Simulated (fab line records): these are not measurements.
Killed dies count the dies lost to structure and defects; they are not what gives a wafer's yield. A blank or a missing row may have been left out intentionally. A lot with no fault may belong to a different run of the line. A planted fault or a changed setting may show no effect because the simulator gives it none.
The same fault as seen by 2 desks    flow berkeleyCmos170    every desk sees just its own numbers, and what lay behind them comes last

FROM THE METROLOGY DESK
What the gauges read for every lot (on any tool): the sampled wafers with a number, averaged. Marked OUT: a lot whose mean sits more than 4 standard deviations from the usual mean, which makes it out of limits; the brackets give that distance.
Columns: A = START_OXIDE_THK at UCB170_START_THK_MEAS_03, usual 20.2 nm; B = SACOX_OXIDE_THK at UCB170_SACOX_THK_MEAS_02, usual 14.50 nm; C = PVT_TW at UCB170_PVT_TW_MEAS_09, usual 511.2
lot   first seen here  A     B      C
L778  day 1 11:43      20.0  14.57  512.6
L779  day 1 21:25      19.8  14.82  508.2
L781  day 2 05:59      20.4  14.47  512.4
L783  day 2 17:02      19.8  14.50  512.7
L784  day 2 21:07      19.7  14.13  514.1
L785  day 3 04:00      20.0  14.67  510.3
L788  day 3 14:03      20.8  -      -
L790  day 4 03:07      20.8  -      -
L791  day 4 08:55      20.6  14.42  510.1
L794  day 4 23:06      19.9  14.56  510.1
L795  day 5 03:20      20.1  14.42  509.8
L796  day 5 09:01      20.3  14.18  513.3
L799  day 6 00:33      20.4  14.30  510.4
L800  day 6 03:43      20.1  14.95  510.7
This desk's verdict: no lot among the 14 shows anything out of limits.

FOR THE TOOL OWNER'S DESK: rieDiel-01
The tool's own readings at UCB170_ACTIVE_ETCH_15 (etches Si3N4 in CH3F/Ar/O2, stops on SiO2, target depth 242 nm, time 151 s): means of the sampled wafers that have a number, for each lot that ran on this tool. Marked OUT: a lot whose mean sits more than 4 standard deviations from the usual mean, which makes it out of limits; the brackets give that distance.
Columns: A = drypumpMotorCurrentA at UCB170_ACTIVE_ETCH_15, usual 5.7 A; B = oesProductAu at UCB170_ACTIVE_ETCH_15, usual 0.938 a.u.; C = throttleValvePct at UCB170_ACTIVE_ETCH_15, usual 8.07 %
lot   first seen here  A    B                 C
L779  day 5 02:52      6.0  0.923             8.05
L783  day 6 01:13      6.1  0.931             8.04
L788  day 6 09:56      5.5  0.817 (-8.1) OUT  7.95
L790  day 7 09:57      5.9  0.819 (-7.9) OUT  8.03
This desk's finding: out of limits on L788, L790; first on L788, day 6 09:56 (oesProductAu at UCB170_ACTIVE_ETCH_15). Within limits: L779, L783.

PUT TOGETHER
At day 6 09:56, on L788, L790, the tool owner's desk was in a position to raise an alarm.
Metrology desk: nothing out of limits seen.
The metrology desk holds a record of L788, L790, inside its limits.
Of the lots named, all ran UCB170_ACTIVE_ETCH_15 on rieDiel-01.

WHAT WAS PUT IN BY THE SIMULATOR
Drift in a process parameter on rieDiel-01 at UCB170_ACTIVE_ETCH_15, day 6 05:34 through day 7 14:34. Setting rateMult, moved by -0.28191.
Lots struck among those shown: L788, L790.
Delay in hours, fault start to first out-of-limits reading, by desk: the tool owner's desk at 4.
